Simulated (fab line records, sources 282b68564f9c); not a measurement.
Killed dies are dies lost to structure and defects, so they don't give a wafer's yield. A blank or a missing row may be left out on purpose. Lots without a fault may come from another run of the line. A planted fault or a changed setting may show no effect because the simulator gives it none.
A struck lot beside a sound one | flow rit_cmos | 44 steps out of a route of 202
Sound: wafers L205.2, L205.4, L205.6. Struck: wafers L207.2, L207.3, L207.4. The cause comes at the end.
At each step with rows: each side's tool, then ch and its chambers, then its first start. Under that, the readings that differ: sound wafers | struck wafers | difference of the means | sigmas: that difference in standard deviations of wafers without a fault.
alike: readings whose means differ by less than 2 such deviations, and words and numbers that are the same on both sides. not compared: withheld readings, readings that some wafer has no value for, bounds like >300 that may hide the same value, and numbers for which the record gives no deviation and whose values overlap.
The two part at a step that has a row with sigmas, a row that says differs or no value, or rows on one side only. Numbers that don't overlap but have no deviation are shown without sigmas and don't part them. A reading that every wafer of one side lacks parts them only if that side has two wafers or more.

first, 2 steps without rows for these wafers: RIT_PLDD_PEB_04; RIT_PLDD_DEVELOP_05 (develop time 50 s).
RIT_PLDD_OVL_MEAS_06:
  sound on overlay-02, day 6 08:18; struck on overlay-01, day 6 18:17
  alike: PLDD_OVL
then, 2 steps without rows for these wafers: RIT_PLDD_HARDBAKE_07 (time 60 s); RIT_PLDD_IMPLANT_08.
RIT_PLDD_STRIP_09: strips in O2, time 180 s.
  sound on plasma_asher-03 ch 0, day 6 08:53; struck on plasma_asher-02 ch 0,1, day 6 18:37
  alike: drypump_motor_current_A
  not compared: rf_hours_counter_h
RIT_PLDD_TW_MEAS_10:
  sound on film_metro-03, day 6 09:04; struck on film_metro-02, day 6 18:48
  alike: PLDD_TW
then, 4 steps without rows for these wafers: RIT_SPACER_CLEAN_00 (cleans in SC1, time 600 s); RIT_SPACER_CLEAN_01 (cleans in dHF, time 30 s); RIT_SPACER_CLEAN_02 (cleans in SC2, time 600 s); RIT_SPACER_CVD_03 (deposits Si3N4 from SiH2Cl2/NH3, target thk 250 nm, time 3300 s).
RIT_SPACER_THK_MEAS_04:
  sound on film_metro-01, day 6 11:47; struck on film_metro-01, day 6 21:08
  alike: SPACER_NITRIDE_THK
RIT_SPACER_ETCHBACK_05: etches Si3N4 in SF6/CHF3, stops on SiO2, target depth 250 nm, time 240 s.
  sound on rie_diel-01 ch 2,3, day 6 11:50; struck on rie_diel-03 ch 1,3, day 6 21:11
  reading                                     | sound             | struck            | difference | sigmas
  CHF3_flow_sccm (sccm)                       | 29.90 29.83 29.90 | 30.17 30.16 30.05 | +0.25      | +3
  oes_product_au (a.u.)                       | 0.833 0.837 0.838 | 0.647 0.661 0.660 | -0.180     | -15
  run_length_s (s)                            | 267.7 268.2 268.1 | 364.2 364.6 364.7 | +96.5      | +99 or more
  model.poly-Si_of_GATE_CVD_08.thk_nm (nm)    | 167.6 170.3 168.4 | 142.9 142.1 144.1 | -25.7      |
  model.Si3N4_of_SPACER_CVD_03.thk_nm (nm)    | 195.1 196.7 196.3 | 173 173.2 173.6   | -23        |
  model.SiO2_of_FOX2_OXIDATION_00.thk_nm (nm) | 185.3 184.2 186.2 | 156.8 165.6 165.9 | -22.5      |
  alike: drypump_motor_current_A, throttle_valve_pct
  not compared: rf_hours_counter_h
then, 6 steps without rows for these wafers: RIT_NSD_HMDS_00 (prime time 60 s); RIT_NSD_COAT_01 (resist thk 1000 nm); RIT_NSD_SOFTBAKE_02 (time 60 s); RIT_NSD_EXPOSE_03 (exposes mask M9, target cd 40700 nm); RIT_NSD_PEB_04; RIT_NSD_DEVELOP_05 (develop time 50 s).
RIT_NSD_OVL_MEAS_06:
  sound on overlay-02, day 6 12:58; struck on overlay-01, day 6 22:12
  alike: NSD_OVL
then, 2 steps without rows for these wafers: RIT_NSD_HARDBAKE_07 (time 60 s); RIT_NSD_IMPLANT_08.
RIT_NSD_STRIP_09: strips in O2, time 180 s.
  sound on plasma_asher-02 ch 0,1, day 6 13:18; struck on plasma_asher-03 ch 0,1, day 6 22:33
  alike: drypump_motor_current_A
  not compared: rf_hours_counter_h
RIT_NSD_TW_MEAS_10:
  sound on film_metro-02, day 6 13:29; struck on film_metro-03, day 6 22:44
  alike: NSD_TW
then, 6 steps without rows for these wafers: RIT_PSD_HMDS_00 (prime time 60 s); RIT_PSD_COAT_01 (resist thk 1000 nm); RIT_PSD_SOFTBAKE_02 (time 60 s); RIT_PSD_EXPOSE_03 (exposes mask M10, target cd 40900 nm); RIT_PSD_PEB_04; RIT_PSD_DEVELOP_05 (develop time 50 s).
RIT_PSD_OVL_MEAS_06:
  sound on overlay-01, day 6 14:53; struck on overlay-02, day 6 23:46
  alike: PSD_OVL
then, 2 steps without rows for these wafers: RIT_PSD_HARDBAKE_07 (time 60 s); RIT_PSD_IMPLANT_08.
RIT_PSD_STRIP_09: strips in O2, time 180 s.
  sound on plasma_asher-02 ch 0,1, day 6 15:20; struck on plasma_asher-01 ch 0,1, day 7 00:06
  alike: drypump_motor_current_A
  not compared: rf_hours_counter_h
RIT_PSD_TW_MEAS_10:
  sound on film_metro-02, day 6 15:31; struck on film_metro-01, day 7 00:17
  reading | sound          | struck         | difference | sigmas
  PSD_TW  | 3453 3462 3484 | 3389 3385 3393 | -77        | -2
then, 2 steps without rows for these wafers: RIT_SDANNEAL_CLEAN_00 (cleans in SC1, time 600 s); RIT_SDANNEAL_CLEAN_01 (cleans in dHF, time 30 s).
RIT_SDANNEAL_CLEAN_02: cleans in SC2, time 600 s.
  sound on wet_bench-02 ch 2, day 6 15:56; struck on wet_bench-01 ch 1, day 7 00:31
  reading                                  | sound           | struck            | difference | sigmas
  model.poly-Si_of_GATE_CVD_08.thk_nm (nm) | 163.3 166 164.1 | 138.5 137.7 139.6 | -25.9      |
RIT_SDANNEAL_RTA_03: time 5 s.
  sound on rtp_anneal-01 ch 0, day 6 16:09; struck on rtp_anneal-02 ch 0, day 7 00:43
  alike: wafer_temp_C_max
RIT_SDANNEAL_RS_MEAS_04: measures by four-point-probe.
  sound on film_metro-03, day 6 16:13; struck on film_metro-01, day 7 00:47
  alike: PSD_RS
RIT_SDANNEAL_RS_MEAS_05: measures by four-point-probe.
  sound on film_metro-03, day 6 16:20; struck on film_metro-01, day 7 00:54
  alike: NSD_RS
RIT_SDANNEAL_RS_MEAS_06: measures by four-point-probe.
  sound on film_metro-03, day 6 16:28; struck on film_metro-01, day 7 01:01
  alike: PLDD_RS
RIT_SILICIDE_WET_ETCH_00: etches SiO2 in BOE, target depth 14 nm, time 15 s.
  sound on wet_bench-02 ch 3, day 6 16:41; struck on wet_bench-01 ch 3, day 7 01:14
  reading                                     | sound             | struck            | difference | sigmas
  model.Si3N4_of_SPACER_CVD_03.thk_nm (nm)    | 193.9 195.5 195.1 | 171.8 172 172.5   | -22.7      |
  model.SiO2_of_FOX2_OXIDATION_00.thk_nm (nm) | 156.8 155.7 157.8 | 128.6 137.5 137.8 | -22.1      |
RIT_M1_PROBE_99:
  the record has rows for the struck wafers here (prober-01, day 7 08:31) and none for the sound ones

WHERE THEY PART
First at RIT_SPACER_ETCHBACK_05; last, within this record, at RIT_M1_PROBE_99.

WHY: what the simulator had put in
Process parameter drift: rie_diel-03, from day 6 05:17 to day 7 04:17, at RIT_SPACER_ETCHBACK_05. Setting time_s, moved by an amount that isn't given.
